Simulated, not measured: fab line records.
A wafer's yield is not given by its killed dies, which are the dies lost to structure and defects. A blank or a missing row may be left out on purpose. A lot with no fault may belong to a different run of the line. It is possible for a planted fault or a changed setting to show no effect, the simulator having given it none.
A single fault, viewed from 2 desks | flow rit_cmos | every desk sees just its own numbers, and what lay behind them comes last

## FROM THE METROLOGY DESK
Lot by lot, what the gauges showed, no matter which tool ran the lot: averages of those sampled wafers that carry a number. Marked OUT: a lot whose mean sits more than 4 standard deviations from the usual mean, which makes it out of limits; the brackets give that distance.
Columns: A = GATE_OVL at RIT_GATE_OVL_MEAS_17, usual -1.1 nm; B = cd_nm at RIT_GATE_CD_MEAS_90, usual 149.4 nm; C = REOX_OXIDE_THK at RIT_REOX_THK_MEAS_04, usual 25.2 nm; D = NLDD_OVL at RIT_NLDD_OVL_MEAS_06, usual -0.8 nm
lot  | first seen here | A    | B     | C    | D
L982 | day 2 15:02     | -2.4 | 147.2 | 25.0 | 0.7
L987 | day 3 17:39     | 0.5  | 149.9 | 24.5 | 0.1
L989 | day 4 05:04     | -2.5 | 154.3 | 24.9 | -0.1
L990 | day 4 09:40     | -1.1 | 153.4 | 25.4 | -1.8
L993 | day 4 23:08     | -0.3 | 149.4 | 25.3 | -1.1
L103 | day 6 22:55     | 0.7  | 150.2 | 24.6 | -1.9
Result from this desk: across the 6 lots, nothing is out of limits.

## FOR THE TOOL OWNER'S DESK: litho_track-04
The tool's own readings at RIT_NLDD_SOFTBAKE_02 (time 60 s): means of the sampled wafers that have a number, for each lot that ran on this tool. Marked OUT: a lot whose mean sits more than 4 standard deviations from the usual mean, which makes it out of limits; the brackets give that distance.
Columns: A = heater_power_total_W at RIT_NLDD_SOFTBAKE_02, usual 34.56 W; B = plate_temp_C at RIT_NLDD_SOFTBAKE_02, usual 90.02 C
lot  | first seen here | A               | B
L987 | day 3 22:31     | 34.59           | 89.91
L989 | day 4 09:04     | 36.74 (+44) OUT | 94.00 (+36) OUT
L990 | day 4 13:48     | 36.76 (+44) OUT | 94.12 (+37) OUT
This desk's finding: out of limits on L989, L990; first on L989, day 4 09:04 (heater_power_total_W at RIT_NLDD_SOFTBAKE_02). In limits: L987.

## BROUGHT TOGETHER
On L989, L990, at day 4 09:04, an alarm was possible from the tool owner's desk.
Metrology desk: nothing out of limits seen.
The metrology desk has L989, L990 on record, within its limits.
The lots listed all ran RIT_NLDD_SOFTBAKE_02 on litho_track-04.

## WHAT THE SIMULATOR HAD PUT IN
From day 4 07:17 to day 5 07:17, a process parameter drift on litho_track-04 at RIT_NLDD_SOFTBAKE_02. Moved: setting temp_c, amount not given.
Struck lots among those shown: L989, L990.
Delay in hours, fault start to first out-of-limits reading, by desk: the tool owner's desk at 2.
